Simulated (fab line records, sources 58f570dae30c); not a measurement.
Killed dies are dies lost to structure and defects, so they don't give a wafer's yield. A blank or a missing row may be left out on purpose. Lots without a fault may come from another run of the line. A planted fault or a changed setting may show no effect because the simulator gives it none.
One fault seen from 2 desks | flow berkeley_cmos170 | each desk has only its own numbers; what lay behind them comes last

THE TOOL OWNER'S DESK: implanter-02
The tool's own readings at UCB170_PWELL_IMPLANT_15: means of the sampled wafers that have a number, for each lot that ran on this tool. A lot is out of limits, marked OUT, if its mean lies more than 4 standard deviations from the usual mean; the brackets give that distance.
Columns: A = beam_energy_keV at UCB170_PWELL_IMPLANT_15, usual 58.933; B = dose_ions_cm2 at UCB170_PWELL_IMPLANT_15, usual 5e+12; C = faraday_current_uA at UCB170_PWELL_IMPLANT_15, usual 15.9
lot  | first seen here | A      | B                       | C
L880 | day 3 11:51     | 58.937 | 5e+12                   | 15.9
L882 | day 3 22:13     | 58.912 | 5e+12                   | 16.0
L887 | day 4 17:51     | 58.951 | 5e+12                   | 15.9
L888 | day 5 04:12     | 58.922 | 5e+12                   | 15.8
L895 | day 6 13:19     | 58.931 | 3e+12 (-99 or more) OUT | 8.7 (-22) OUT
L898 | day 7 04:27     | 58.924 | 3e+12 (-99 or more) OUT | 8.5 (-23) OUT
This desk's finding: out of limits on L895, L898; first on L895, day 6 13:19 (dose_ions_cm2 at UCB170_PWELL_IMPLANT_15). In limits: L880, L882, L887, L888.

THE METROLOGY DESK
What the gauges read, lot by lot, whatever tool the lot ran on: means of the sampled wafers that have a number. A lot is out of limits, marked OUT, if its mean lies more than 4 standard deviations from the usual mean; the brackets give that distance.
Columns: A = PWELL_TW at UCB170_PWELL_TW_MEAS_17, usual 376
lot  | first seen here | A
L880 | day 3 12:06     | 372
L883 | day 3 22:18     | 372
L882 | day 3 22:28     | 380
L887 | day 4 18:06     | 380
L886 | day 4 18:43     | 374
L889 | day 5 04:21     | 381
L888 | day 5 04:27     | 374
L891 | day 5 12:53     | 372
L895 | day 6 13:32     | 314 (-15) OUT
L894 | day 6 13:47     | 370
L898 | day 7 04:40     | 311 (-16) OUT
L899 | day 7 15:23     | 374
L900 | day 7 15:39     | 374
L902 | day 8 00:11     | 380
This desk's finding: out of limits on L895, L898; first on L895, day 6 13:32 (PWELL_TW at UCB170_PWELL_TW_MEAS_17). In limits: L880, L883, L882, L887, L886, L889, L888, L891, L894, L899, L900, L902.

PUT TOGETHER
The tool owner's desk could have raised an alarm at day 6 13:19, on L895, L898.
The metrology desk could have raised an alarm at day 6 13:32, on L895, L898.
Of the lots named, all ran UCB170_PWELL_IMPLANT_15 on implanter-02.

WHAT THE SIMULATOR HAD PUT IN
Process parameter drift: implanter-02, from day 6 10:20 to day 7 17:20, at UCB170_PWELL_IMPLANT_15. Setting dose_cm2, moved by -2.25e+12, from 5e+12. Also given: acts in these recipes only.
Lots struck among those shown: L895, L898.
Hours from the fault's start to each desk's first reading out of limits: the tool owner's desk, 3; the metrology desk, 3.
